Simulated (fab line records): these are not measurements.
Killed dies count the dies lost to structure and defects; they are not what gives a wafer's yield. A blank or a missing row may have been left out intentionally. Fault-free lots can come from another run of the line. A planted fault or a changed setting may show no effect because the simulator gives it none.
Which tool is to blame? + flow ritCmos + 14 lots with 42 wafers sampled at 2 steps, on a route of 202 steps

## WHAT EACH GAUGE READ, for each wafer
RIT_ACTIVE_THK_MEAS_04.
| lot  | measured    | on           | ACTIVE_NITRIDE_THK (nm) |
|------|-------------|--------------|-------------------------|
| L311 | day 1 15:02 | filmMetro-03 | 149.0 148.4 148.8       |
| L312 | day 1 21:00 | filmMetro-02 | 147.3 147.3 147.6       |
| L313 | day 1 23:45 | filmMetro-03 | 147.6 148.5 150.4       |
| L314 | day 2 04:32 | filmMetro-01 | 149.4 151.3 149.9       |
| L316 | day 2 15:31 | filmMetro-02 | 151.5 150.9 151.7       |
| L317 | day 2 21:14 | filmMetro-02 | 150.9 151.3 150.9       |
| L318 | day 3 01:44 | filmMetro-01 | 149.5 149.8 151.6       |
| L319 | day 3 07:13 | filmMetro-03 | 149.8 150.7 150.0       |
| L320 | day 3 14:50 | filmMetro-02 | 150.6 150.1 150.7       |
| L322 | day 3 23:29 | filmMetro-03 | 150.5 149.9 150.1       |
| L325 | day 4 13:14 | filmMetro-03 | 149.2 149.4 151.4       |
| L327 | day 4 23:29 | filmMetro-02 | 149.2 149.6 148.7       |
| L328 | day 5 07:01 | filmMetro-02 | 180.8 173.8 156.6       |
| L330 | day 5 16:06 | filmMetro-01 | 161.9 181.3 190.0       |

## WHAT TOOL EACH LOT RAN ON (gives the tool, then ch and the chambers of the sampled wafers, and finally the start)
| lot  | RIT_ACTIVE_CVD_03          |
|------|----------------------------|
| L311 | lpcvd-02 ch 0, day 1 13:37 |
| L312 | lpcvd-02 ch 0, day 1 19:35 |
| L313 | lpcvd-02 ch 0, day 1 22:19 |
| L314 | lpcvd-02 ch 0, day 2 03:07 |
| L316 | lpcvd-01 ch 1, day 2 14:06 |
| L317 | lpcvd-01 ch 0, day 2 19:48 |
| L318 | lpcvd-02 ch 1, day 3 00:19 |
| L319 | lpcvd-01 ch 1, day 3 05:05 |
| L320 | lpcvd-02 ch 0, day 3 13:25 |
| L322 | lpcvd-02 ch 0, day 3 22:03 |
| L325 | lpcvd-01 ch 0, day 4 11:05 |
| L327 | lpcvd-01 ch 1, day 4 21:22 |
| L328 | lpcvd-02 ch 0, day 5 04:53 |
| L330 | lpcvd-02 ch 0, day 5 13:58 |
- RIT_ACTIVE_CVD_03: deposits Si3N4 from SiH2Cl2/NH3, target thk 150 nm, time 1500 s.

## AS READ BY THE TOOLS THEMSELVES (means over the sampled wafers that have a number; for cases with no such wafer, the mark the record gives instead)
RIT_ACTIVE_CVD_03.
| lot  | tool     | spikeTcCentreC (C) | zonePowerCentrePct (%) | zonePowerSourcePct (%) |
|------|----------|--------------------|------------------------|------------------------|
| L311 | lpcvd-02 | 813.5              | 36.8                   | 19.9                   |
| L312 | lpcvd-02 | 812.9              | 36.9                   | 20.0                   |
| L313 | lpcvd-02 | 812.4              | 37.0                   | 20.1                   |
| L314 | lpcvd-02 | 813.7              | 36.5                   | 20.0                   |
| L316 | lpcvd-01 | 814.2              | 35.4                   | 20.8                   |
| L317 | lpcvd-01 | 812.9              | 34.9                   | 20.4                   |
| L318 | lpcvd-02 | 814.4              | 40.7                   | 19.8                   |
| L319 | lpcvd-01 | 813.1              | 35.5                   | 20.8                   |
| L320 | lpcvd-02 | 813.6              | 36.7                   | 20.1                   |
| L322 | lpcvd-02 | 813.6              | 36.8                   | 19.9                   |
| L325 | lpcvd-01 | 813.1              | 35.2                   | 20.4                   |
| L327 | lpcvd-01 | 814.7              | 35.7                   | 21.0                   |
| L328 | lpcvd-02 | 841.9              | 47.2                   | 18.4                   |
| L330 | lpcvd-02 | 841.6              | 46.8                   | 18.5                   |

## THE ANSWER, worked out from the rows above alone
Rule: usual is defined by the lots themselves. The widest of any qualifying gaps counts: lots, ordered by their means at a reading, are off when they make up no more than a third of the lots, leave a main group of 4 or more, and stand apart from it by 3 or more times the standard deviation of that group's means. A main group whose means are all the same, to the digits that the tables above print for the reading, isn't used. Also off: a lot with no number at a reading for which 4 or more lots have one. The other lots that the step has rows for count as sound. After the gauges, taken in route order, come the tools' own readings; for these a lot's mean is taken, as printed above. At the first step where some lot is off, the reading lying furthest off is the one used; lots without a number count as furthest.
Off: L328, L330, at RIT_ACTIVE_THK_MEAS_04 (ACTIVE_NITRIDE_THK). The main group: mean 149.8 nm, standard deviation 1.1.
If a tool, at a process step before that reading, ran all the lots that are off and no sound lot after the first of them, it fits. Not tried: the gauges at RIT_ACTIVE_THK_MEAS_04; whatever is off there is also off at RIT_ACTIVE_CVD_03, on other tools, and gauge error can't account for it. One fits: lpcvd-02 at RIT_ACTIVE_CVD_03. Its last sound lot is L322 (day 3 22:03), its first lot that is off L328 (day 5 04:53): a fault that began between those two fits.
The tool's own readings at RIT_ACTIVE_CVD_03 bear it out: on the lots that are off they differ by more than 5 times the standard deviation of the sound lots' means. spikeTcCentreC reads 841.8 C there against 813.5 C on the sound lots; zonePowerCentrePct reads 47.0 % there against 36.5 % on the sound lots.

## WHAT THE SIMULATOR HAD PUT IN
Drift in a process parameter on lpcvd-02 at RIT_ACTIVE_CVD_03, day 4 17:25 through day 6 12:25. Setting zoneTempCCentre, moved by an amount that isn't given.
Lots struck among those shown: L328, L330. The rule above reached the same finding.
